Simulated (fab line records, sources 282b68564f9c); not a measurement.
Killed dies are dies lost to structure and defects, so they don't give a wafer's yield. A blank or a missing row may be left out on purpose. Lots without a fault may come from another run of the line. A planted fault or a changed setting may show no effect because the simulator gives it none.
One fault seen from 2 desks | flow rit_cmos | each desk has only its own numbers; what lay behind them comes last

THE TOOL OWNER'S DESK: litho_track-04
The tool's own readings at RIT_M1_DEVELOP_08 (develop time 68 s): means of the sampled wafers that have a number, for each lot that ran on this tool. A lot is out of limits, marked OUT, if its mean lies more than 4 standard deviations from the usual mean; the brackets give that distance.
Columns: A = chill_plate_temp_C at RIT_M1_DEVELOP_08, usual 22.98 C
lot  | first seen here | A
L998 | day 4 08:00     | 22.93
L100 | day 4 23:00     | 23.01
L104 | day 5 13:00     | 23.01
L115 | day 7 13:00     | 23.03
L116 | day 7 18:00     | 22.99
L117 | day 8 03:00     | 22.94
L118 | day 8 08:00     | 22.87
This desk's finding: nothing out of limits on any of the 7 lots.

THE METROLOGY DESK
What the gauges read, lot by lot, whatever tool the lot ran on: means of the sampled wafers that have a number. A lot is out of limits, marked OUT, if its mean lies more than 4 standard deviations from the usual mean; the brackets give that distance.
Columns: A = NLDD_OVL at RIT_NLDD_OVL_MEAS_06, usual -0.5 nm; B = PLDD_OVL at RIT_PLDD_OVL_MEAS_06, usual 0.3 nm; C = CONTACT_OVL at RIT_CONTACT_OVL_MEAS_09, usual 0.0 nm
lot  | first seen here | A    | B    | C
L995 | day 3 02:02     | -1.8 | 0.9  | -0.3
L996 | day 3 07:36     | -2.0 | -1.4 | -0.7
L997 | day 3 13:57     | 1.8  | 0.8  | 0.2
L998 | day 3 19:09     | -1.3 | 0.1  | -0.3
L100 | day 4 10:29     | -0.1 | -1.0 | 1.4
L101 | day 4 13:07     | -2.4 | -2.1 | 2.1
L102 | day 4 16:59     | -2.3 | -0.9 | -1.1
L104 | day 5 00:03     | -0.4 | -0.7 | -1.4
L105 | day 5 06:13     | 0.8  | 1.5  | 1.3
L106 | day 5 10:37     | 0.3  | 1.1  | 0.7
L107 | day 5 16:11     | -2.7 | 0.8  | 0.3
L115 | day 7 00:48     | 1.9  | 0.7  | -2.5
L116 | day 7 05:25     | -1.2 | 1.7  | 0.6
L117 | day 7 13:12     | -0.1 | 0.9  | 0.1
L118 | day 7 19:04     | 0.1  | 0.1  | 0.6
This desk's finding: nothing out of limits on any of the 15 lots.

PUT TOGETHER
The tool owner's desk saw nothing out of limits.
The metrology desk saw nothing out of limits.

WHAT THE SIMULATOR HAD PUT IN
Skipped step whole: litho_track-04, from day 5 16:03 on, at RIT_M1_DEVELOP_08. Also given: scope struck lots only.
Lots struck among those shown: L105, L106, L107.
